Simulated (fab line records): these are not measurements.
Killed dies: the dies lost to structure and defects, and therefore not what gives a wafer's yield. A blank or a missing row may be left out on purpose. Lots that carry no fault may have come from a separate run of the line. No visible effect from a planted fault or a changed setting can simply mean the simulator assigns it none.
Problem report, 8D (eight disciplines) form, completed by code || flow berkeley-cmos170 || the parts of the form that need people (team, actions taken, sign-off) are left out

== 1. WHAT WENT WRONG ==
Wafers without a fault read 223.0 s, standard deviation 0.35; run-length-s at UCB170_M2_METAL_ETCH_18 reads a mean of 179.1 s on 3 wafers belonging to 2 lots. That is -99 or more standard deviations from the usual mean.
The step: etches Al in Cl2/BCl3, stops on SiO2, target depth 1170 nm, time 195 s.
Earliest sighting: wafer L652.2 on rie-metal-01 at day 10 06:09. At this step, 42 wafers from 14 lots have a number in the record. Rule for "out" (also "out of limits"): further than 4 standard deviations from the usual mean. The other wafers with a number count as sound.

== 2. WHAT THIS IS AND IS NOT ==
{"question": "which readings at this step", "is": "run-length-s, oes-product-au", "is not": "drypump-motor-current-A, throttle-valve-pct"}
{"question": "which lots", "is": "L652, L658", "is not": "L647, L648, L649, L650, L660, L662, L663, L664, L667, L668, L669, L670"}
{"question": "which wafers of those lots", "is": "L652.2, L652.6, L658.6", "is not": "L652.5, L658.2, L658.5"}
{"question": "read on which tools", "is": "rie-metal-01", "is not": "rie-metal-02, rie-metal-04"}
{"question": "when", "is": "from day 10 06:09", "is not": "up to then (13 sound wafers); but 26 sound wafers of L658, L660, L662, L663, L664, L667, L668, L669, L670 came after"}

== 3. SUSPECTS, AND WHAT RULES EACH OUT ==
Counting: if a tool at a process step up to the reading ran every lot that is out, it stays a suspect. Sound lots after the first of them don't rule it out here, since some wafers of a struck lot are sound.
- rie-metal-01 at UCB170_M2_METAL_ETCH_18 (etches Al in Cl2/BCl3, stops on SiO2, target depth 1170 nm, time 195 s): kept. Ran every lot that is out, first one L652 (day 10 06:09); last sound lot up to then L650 (day 9 12:20). On those wafers its own readings are out: oes-product-au, run-length-s.
- Within rie-metal-01 at UCB170_M2_METAL_ETCH_18, the wafers that are out were processed in chamber 0 and their sound lot-mates in chamber 1.
Remaining after the count: rie-metal-01 at UCB170_M2_METAL_ETCH_18.

== 4. THE CAUSE (what the simulator had put in) ==
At UCB170_M2_METAL_ETCH_18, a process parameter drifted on rie-metal-01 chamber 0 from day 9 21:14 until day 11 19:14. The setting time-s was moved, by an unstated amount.
Counting left only this tool.

== 5. THE CHAIN OF EFFECTS, in route order ==
One row per reading whose mean, taken over the struck wafers that have a number, lies over 3 standard deviations from the usual. Readings are gone through only where the record gives a usual standard deviation; hours: the median, over the lots, of the time from a lot's start at the first step in this table giving one to that lot's start at this step; sigmas: the change measured in usual standard deviations.
{"hours": 0, "step": "UCB170_M2_METAL_ETCH_18", "reading": "oes-product-au", "usual": "0.850 a.u.", "on struck wafers": 1.047, "change": "+0.197", "sigmas": "+10"}
{"hours": 0, "step": "UCB170_M2_METAL_ETCH_18", "reading": "run-length-s", "usual": "223.0 s", "on struck wafers": 179.1, "change": -43.9, "sigmas": "-99 or more"}
{"hours": 0, "step": "UCB170_M2_STRIP_19", "reading": "oes-product-au", "usual": "0.536 a.u.", "on struck wafers": 0.664, "change": "+0.128", "sigmas": "+4.9"}
The process steps in it:
- UCB170_M2_METAL_ETCH_18: etches Al in Cl2/BCl3, stops on SiO2, target depth 1170 nm, time 195 s.
- UCB170_M2_STRIP_19: strips in O2.
At these later measuring or inspecting steps, every struck wafer for which the step has a row has a number for every such reading, and none has moved that far: UCB170_V2_CD_MEAS_90, UCB170_M3_RS_MEAS_02.

== 6. WHAT WOULD HAVE CAUGHT IT SOONER ==
First out-of-limits reading in this record: day 10 06:09, which is 9 hours after fault onset at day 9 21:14.
